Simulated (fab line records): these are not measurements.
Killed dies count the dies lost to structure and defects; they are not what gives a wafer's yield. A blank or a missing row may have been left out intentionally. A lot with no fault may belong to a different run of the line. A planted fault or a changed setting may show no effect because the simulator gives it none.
Which tool did it? + flow rit cmos + 13 lots with 39 wafers sampled at 5 steps, on a route of 202 steps

WHAT EACH GAUGE READ, for each wafer
RIT_NRETRO_TW_MEAS_10. Usual: NRETRO_TW typically reads 1051, with standard deviation 15.
| lot  | measured    | on            | NRETRO_TW      | flag |
|------|-------------|---------------|----------------|------|
| L756 | day 2 12:36 | film metro-03 | 1046 1045 1044 |      |
| L757 | day 2 21:29 | film metro-02 | 1069 1066 1067 |      |
| L758 | day 2 21:40 | film metro-04 | 1037 1041 1046 |      |
| L761 | day 3 12:47 | film metro-04 | 1040 1041 1040 |      |
| L762 | day 3 16:53 | film metro-02 | 1062 1061 1066 |      |
| L764 | day 4 02:49 | film metro-03 | 1045 1035 1040 |      |
| L765 | day 4 08:29 | film metro-04 | 1042 1037 1042 |      |
| L766 | day 4 13:09 | film metro-03 | 1043 1042 1040 |      |
| L768 | day 4 22:26 | film metro-02 | 1074 1079 1074 |      |
| L771 | day 5 14:17 | film metro-03 | 1048 1040 1046 |      |
| L773 | day 5 23:35 | film metro-04 | 1038 1037 1042 |      |
| L776 | day 6 14:56 | film metro-04 | 1034 1040 1040 |      |
| L778 | day 7 00:52 | film metro-02 | 1068 1068 1075 |      |

RIT_GATE_THK_MEAS_07. Usual: GATE_OXIDE_THK typically reads 3.03 nm, with standard deviation 0.066.
| lot  | measured    | on            | GATE_OXIDE_THK (nm) | flag |
|------|-------------|---------------|---------------------|------|
| L756 | day 2 16:23 | film metro-03 | 3.05 3.00 3.04      |      |
| L757 | day 3 01:08 | film metro-01 | 3.08 3.03 3.07      |      |
| L758 | day 3 01:43 | film metro-01 | 2.87 2.92 2.89      |      |
| L761 | day 3 16:20 | film metro-03 | 3.02 3.10 3.06      |      |
| L762 | day 3 20:19 | film metro-03 | 3.04 3.06 3.06      |      |
| L764 | day 4 06:28 | film metro-04 | 3.08 3.14 3.08      |      |
| L765 | day 4 12:37 | film metro-04 | 2.95 3.05 3.05      |      |
| L766 | day 4 16:43 | film metro-01 | 3.10 3.09 3.10      |      |
| L768 | day 5 02:23 | film metro-04 | 3.03 2.97 3.09      |      |
| L771 | day 5 17:54 | film metro-01 | 3.13 3.15 3.11      |      |
| L773 | day 6 03:07 | film metro-04 | 3.14 3.15 3.10      |      |
| L776 | day 6 18:29 | film metro-01 | 3.24 3.24 3.20      |      |
| L778 | day 7 04:24 | film metro-03 | 2.98 2.98 2.97      |      |

RIT_GATE_CD_MEAS_16: the cd target is 150 nm. Usual: cd nm at 149.6 nm, with a standard deviation of 2.5.
| lot  | measured    | on        | cd nm (nm)        | flag |
|------|-------------|-----------|-------------------|------|
| L756 | day 2 18:59 | cd sem-01 | 149.1 144.9 147.8 |      |
| L757 | day 3 03:51 | cd sem-02 | 149.7 148.8 150.0 |      |
| L758 | day 3 05:34 | cd sem-02 | 145.4 146.8 145.5 |      |
| L761 | day 3 19:10 | cd sem-01 | 149.2 151.0 150.7 |      |
| L762 | day 3 23:14 | cd sem-01 | 150.1 146.6 148.8 |      |
| L764 | day 4 09:12 | cd sem-02 | 150.9 149.3 147.7 |      |
| L765 | day 4 15:13 | cd sem-01 | 151.4 148.5 149.3 |      |
| L766 | day 4 19:18 | cd sem-01 | 148.8 150.2 148.7 |      |
| L768 | day 5 05:00 | cd sem-01 | 146.7 144.9 145.8 |      |
| L771 | day 5 20:37 | cd sem-02 | 148.7 149.1 149.7 |      |
| L773 | day 6 05:50 | cd sem-01 | 152.3 152.2 151.5 |      |
| L776 | day 6 21:53 | cd sem-02 | 154.3 152.6 155.1 |      |
| L778 | day 7 06:59 | cd sem-01 | 151.2 152.8 152.3 |      |

RIT_REOX_THK_MEAS_04. Usual: REOX_OXIDE_THK typically reads 25.2 nm, with standard deviation 0.58.
| lot  | measured    | on            | REOX_OXIDE_THK (nm) | flag |
|------|-------------|---------------|---------------------|------|
| L756 | day 2 22:37 | film metro-02 | 24.5 24.6 24.3      |      |
| L757 | day 3 07:29 | film metro-01 | 25.2 25.7 25.6      |      |
| L758 | day 3 09:13 | film metro-01 | 25.8 25.4 25.6      |      |
| L761 | day 3 22:52 | film metro-04 | 24.9 24.9 25.8      |      |
| L762 | day 4 02:55 | film metro-01 | 25.7 25.4 25.4      |      |
| L764 | day 4 13:36 | film metro-04 | 25.7 25.4 25.2      |      |
| L765 | day 4 19:01 | film metro-01 | 25.0 25.0 25.3      |      |
| L766 | day 4 22:59 | film metro-04 | 25.0 24.8 24.9      |      |
| L768 | day 5 08:37 | film metro-02 | 23.9 24.0 24.2      |      |
| L771 | day 6 00:21 | film metro-01 | 25.6 26.0 25.2      |      |
| L773 | day 6 10:13 | film metro-02 | 26.1 26.1 26.0      |      |
| L776 | day 7 01:31 | film metro-02 | 24.0 24.2 24.2      |      |
| L778 | day 7 10:37 | film metro-01 | 26.3 26.4 26.1      |      |

WHICH TOOL RAN EACH LOT (tool, then ch and the chambers of the sampled wafers, then the start)
| lot  | RIT_GATE_OXIDATION_05        |
|------|------------------------------|
| L756 | furnace-02 ch 0, day 2 15:02 |
| L757 | furnace-02 ch 0, day 2 23:49 |
| L758 | furnace-04 ch 0, day 3 00:23 |
| L761 | furnace-02 ch 0, day 3 15:01 |
| L762 | furnace-01 ch 0, day 3 18:59 |
| L764 | furnace-01 ch 0, day 4 05:08 |
| L765 | furnace-01 ch 0, day 4 11:18 |
| L766 | furnace-01 ch 0, day 4 15:23 |
| L768 | furnace-01 ch 0, day 5 01:03 |
| L771 | furnace-01 ch 0, day 5 16:34 |
| L773 | furnace-02 ch 0, day 6 01:48 |
| L776 | furnace-01 ch 0, day 6 17:10 |
| L778 | furnace-04 ch 0, day 7 03:04 |
- RIT_GATE_OXIDATION_05: target thk 3 nm, ox time 270 s.

AS READ BY THE TOOLS THEMSELVES (means over the sampled wafers that have a number; for cases with no such wafer, the mark the record gives instead)
RIT_GATE_OXIDATION_05. Usual: tube_center_temp_C_max 902.2, standard deviation 0.34; zone power source pct 25 %, standard deviation 4.1.
| lot  | tool       | tube_center_temp_C_max | zone power source pct (%) | flag |
|------|------------|------------------------|---------------------------|------|
| L756 | furnace-02 | 902.2                  | 25                        |      |
| L757 | furnace-02 | 902.5                  | 25                        |      |
| L758 | furnace-04 | 902.0                  | 32                        |      |
| L761 | furnace-02 | 902.5                  | 25                        |      |
| L762 | furnace-01 | 902.2                  | 21                        |      |
| L764 | furnace-01 | 902.2                  | 21                        |      |
| L765 | furnace-01 | 902.1                  | 21                        |      |
| L766 | furnace-01 | 902.5                  | 21                        |      |
| L768 | furnace-01 | 902.4                  | 21                        |      |
| L771 | furnace-01 | 902.4                  | 21                        |      |
| L773 | furnace-02 | 902.3                  | 25                        |      |
| L776 | furnace-01 | 901.8                  | 21                        |      |
| L778 | furnace-04 | 902.1                  | 32                        |      |

THE ANSWER, worked out from the rows above alone
Rule: a lot is off if the mean of its wafers that have a number lies more than 3 standard deviations from the usual mean. Also off: a lot with no number at a reading for which 4 or more lots have one. The other lots that the step has rows for count as sound. First the gauges in route order, then the tools' own readings, where a lot's mean is used as printed above. At the first step where some lot is off, the reading lying furthest off is the one used; lots without a number count as furthest.
Nothing can be told from this: no lot is off at any reading shown.

WHAT THE SIMULATOR HAD INSERTED
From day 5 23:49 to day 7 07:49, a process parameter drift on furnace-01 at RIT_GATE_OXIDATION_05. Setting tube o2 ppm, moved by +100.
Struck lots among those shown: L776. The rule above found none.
